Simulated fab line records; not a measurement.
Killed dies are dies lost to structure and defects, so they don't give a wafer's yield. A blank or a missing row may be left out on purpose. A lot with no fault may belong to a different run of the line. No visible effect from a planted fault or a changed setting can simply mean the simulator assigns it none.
The tool behind it: which one? ; flow berkeley_cmos170 ; 14 lots with 42 wafers sampled at 5 steps, on a route of 331 steps

== WHAT THE GAUGES READ, wafer by wafer ==
UCB170_CONTACT_THK_MEAS_02.
lot;measured;on;CONTACT_PSG_THK (nm)
L739;day 8 06:13;film_metro-01;702 705 712
L738;day 8 08:01;film_metro-03;703 700 704
L741;day 8 08:04;film_metro-04;707 709 707
L745;day 9 23:28;film_metro-04;704 705 704
L744;day 9 23:46;film_metro-03;710 706 707
L742;day 10 01:15;film_metro-03;701 697 690
L743;day 10 01:17;film_metro-01;704 708 703
L746;day 10 05:21;film_metro-01;708 710 707
L751;day 11 08:59;film_metro-03;699 700 702
L750;day 11 10:47;film_metro-04;695 703 698
L756;day 12 09:31;film_metro-01;699 703 704
L757;day 12 19:08;film_metro-04;701 696 692
L758;day 12 23:07;film_metro-03;708 709 711
L761;day 12 23:11;film_metro-04;704 706 709

UCB170_V1_THK_MEAS_04.
lot;measured;on;V1_POLISHED_THK (nm)
L739;day 8 13:09;film_metro-01;998.3 998.0 999.2
L738;day 8 15:49;film_metro-04;998.5 1000.6 998.8
L741;day 8 16:07;film_metro-04;997.3 999.9 996.2
L745;day 10 20:47;film_metro-01;999.6 1000.5 1001.2
L744;day 10 20:29;film_metro-01;1000.5 999.4 999.4
L742;day 10 21:05;film_metro-02;996.2 1000.4 999.5
L743;day 10 21:29;film_metro-01;998.1 998.8 999.4
L746;day 10 21:09;film_metro-01;999.1 999.4 1001.6
L751;day 11 20:41;film_metro-04;998.5 1341.0 1001.0
L750;day 11 22:02;film_metro-01;996.9 1346.6 998.6
L756;day 12 18:00;film_metro-04;1001.1 1000.6 1001.5
L757;day 13 01:41;film_metro-01;1000.1 999.3 1000.2
L758;day 13 06:16;film_metro-04;999.4 1001.8 1001.8
L761;day 13 07:36;film_metro-02;999.3 999.1 1000.3

== EACH LOT AND THE TOOL THAT RAN IT (in order: tool; ch and the chambers of the sampled wafers; start) ==
lot;UCB170_CONTACT_STRIP_06;UCB170_CONTACT_ETCH_18;UCB170_V1_CMP_02
L739;plasma_asher-02 ch 0,1, day 8 06:44;rie_diel-01 ch 0,3, day 8 12:44 or earlier;cmp-01 ch 0,3, day 8 12:44
L738;plasma_asher-03 ch 0, day 8 08:32;rie_diel-01 ch 0,1,2, day 8 15:23 or earlier;cmp-01 ch 0,1, day 8 15:23
L741;plasma_asher-02 ch 0,1, day 8 08:59;rie_diel-03 ch 0,1,3, day 8 15:41 or earlier;cmp-01 ch 0,1,2, day 8 15:41
L745;plasma_asher-02 ch 0,1, day 10 00:07;rie_diel-02 ch 1,2, day 10 20:25 or earlier;cmp-01 ch 0,3, day 10 20:25
L744;plasma_asher-04 ch 0,1, day 10 00:18;rie_diel-01 ch 1,2,3, day 10 20:04 or earlier;cmp-01 ch 1,2,3, day 10 20:04
L742;plasma_asher-02 ch 0,1, day 10 01:46;rie_diel-03 ch 1,2, day 10 20:40 or earlier;cmp-01 ch 0,1,2, day 10 20:40
L743;plasma_asher-04 ch 0,1, day 10 01:53;rie_diel-01 ch 0,1,3, day 10 21:08 or earlier;cmp-02 ch 0,1,3, day 10 21:08
L746;plasma_asher-04 ch 0,1, day 10 05:52;rie_diel-03 ch 0,1,3, day 10 20:47 or earlier;cmp-02 ch 1,2, day 10 20:47
L751;plasma_asher-02 ch 0,1, day 11 11:00;rie_diel-01 ch 0,2,3, day 11 20:19 or earlier;cmp-01 ch 0,1,2, day 11 20:19
L750;plasma_asher-04 ch 0,1, day 11 12:13;rie_diel-01 ch 0,1, day 11 21:38 or earlier;cmp-01 ch 0,1,2, day 11 21:38
L756;plasma_asher-02 ch 0,1, day 12 10:33;rie_diel-01 ch 0,2, day 12 17:34 or earlier;cmp-02 ch 2,3, day 12 17:34
L757;plasma_asher-04 ch 0,1, day 12 19:46;rie_diel-01 ch 1,3, day 13 01:18 or earlier;cmp-02 ch 0,1,3, day 13 01:18
L758;plasma_asher-03 ch 0,1, day 12 23:46;rie_diel-01 ch 1,2,3, day 13 05:50 or earlier;cmp-02 ch 0,3, day 13 05:50
L761;plasma_asher-04 ch 0,1, day 12 23:55;rie_diel-02 ch 0,3, day 13 07:14 or earlier;cmp-02 ch 0,3, day 13 07:14
- UCB170_CONTACT_STRIP_06: strips in O2.
- UCB170_CONTACT_ETCH_18: etches PSG in CHF3/CF4/Ar, stops on TiSi2, target depth 840 nm, time 195 s.
- UCB170_V1_CMP_02: polishes SiO2.

== WHAT THE TOOLS THEMSELVES READ (means of the sampled wafers that have a number; where no wafer has one, the mark that the record gives instead) ==
UCB170_CONTACT_STRIP_06.
lot;tool;drypump_motor_current_A (A);oes_product_au (a.u.);strip_time_to_endpoint_s (s)
L739;plasma_asher-02;5.58;0.737;21.90
L738;plasma_asher-03;6.04;0.730;21.88
L741;plasma_asher-02;5.73;0.730;22.01
L745;plasma_asher-02;5.73;0.734;21.91
L744;plasma_asher-04;5.47;0.734;21.95
L742;plasma_asher-02;5.61;0.736;22.17
L743;plasma_asher-04;5.26;0.736;21.93
L746;plasma_asher-04;5.47;0.736;21.97
L751;plasma_asher-02;5.73;0.737;22.07
L750;plasma_asher-04;5.49;0.732;22.11
L756;plasma_asher-02;5.74;0.741;22.01
L757;plasma_asher-04;5.47;0.734;22.08
L758;plasma_asher-03;5.76;0.736;22.07
L761;plasma_asher-04;5.28;0.732;22.00

UCB170_CONTACT_ETCH_18.
lot;tool;drypump_motor_current_A (A);mfc_ar_sccm (sccm);oes_product_au (a.u.);rf_fwd_power_W (W);throttle_valve_pct (%)
L739;rie_diel-01;5.6;150.3;0.909;694.7;7.00
L738;rie_diel-01;5.5;150.2;0.898;697.7;6.88
L741;rie_diel-03;5.9;149.9;0.909;695.2;6.99
L745;rie_diel-02;5.5;149.8;0.910;697.8;6.93
L744;rie_diel-01;5.6;149.9;0.906;700.1;6.93
L742;rie_diel-03;5.9;150.0;0.909;696.1;6.97
L743;rie_diel-01;5.4;149.9;0.905;697.9;6.92
L746;rie_diel-03;5.9;149.7;0.906;697.6;6.99
L751;rie_diel-01;5.7;150.3;0.896;699.0;6.94
L750;rie_diel-01;5.2;149.8;0.894;697.6;6.86
L756;rie_diel-01;5.7;149.7;0.890;695.8;6.90
L757;rie_diel-01;5.3;150.1;0.897;695.8;6.91
L758;rie_diel-01;5.6;150.2;0.905;697.0;6.93
L761;rie_diel-02;5.7;149.7;0.897;698.8;7.00

UCB170_V1_CMP_02.
lot;tool;motor_current_A (A);retaining_ring_pressure_frac
L739;cmp-01;15.9;0.998
L738;cmp-01;16.9;1.000
L741;cmp-01;16.6;1.003
L745;cmp-01;15.8;1.005
L744;cmp-01;16.9;1.000
L742;cmp-01;16.6;0.996
L743;cmp-02;17.0;1.003
L746;cmp-02;16.0;1.001
L751;cmp-01;16.6;0.998
L750;cmp-01;16.1;1.001
L756;cmp-02;16.9;1.003
L757;cmp-02;18.0;1.002
L758;cmp-02;17.9;0.998
L761;cmp-02;17.9;1.001

== THE ANSWER, worked out from the rows above alone ==
Rule: the usual values come from the lots themselves. The widest of any qualifying gaps counts: lots, ordered by their means at a reading, are off when they make up no more than a third of the lots, leave a main group of 4 or more, and stand apart from it by 3 or more times the standard deviation of that group's means. If all means in a main group match to the digits the tables above print for the reading, that group is not used. A lot without any number at a reading at which 4 lots or more have one is off too. The other lots that the step has rows for count as sound. The gauges are gone through in route order, then the tools' own readings, and for those a lot's mean is taken as printed above. At the first step where some lot is off, the reading lying furthest off is the one used; lots without a number count as furthest.
Off: L751, L750, at UCB170_V1_THK_MEAS_04 (V1_POLISHED_THK). Main group: mean 999.6 nm, sd 0.96.
If a tool, at a process step before that reading, ran all the lots that are off and no sound lot after the first of them, it fits. The gauges at UCB170_V1_THK_MEAS_04 are tried like those tools. With no start given for some of its lots, UCB170_CONTACT_ETCH_18 uses the hours and lot order of UCB170_V1_CMP_02. One fits: cmp-01 at UCB170_V1_CMP_02. Its last sound lot is L742 (day 10 20:40), its first lot that is off L751 (day 11 20:19): a fault that began between those two fits.

== WHAT HAD BEEN PUT IN BY THE SIMULATOR ==
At UCB170_V1_CMP_02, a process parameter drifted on cmp-01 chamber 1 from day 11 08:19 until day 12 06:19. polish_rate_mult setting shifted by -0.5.
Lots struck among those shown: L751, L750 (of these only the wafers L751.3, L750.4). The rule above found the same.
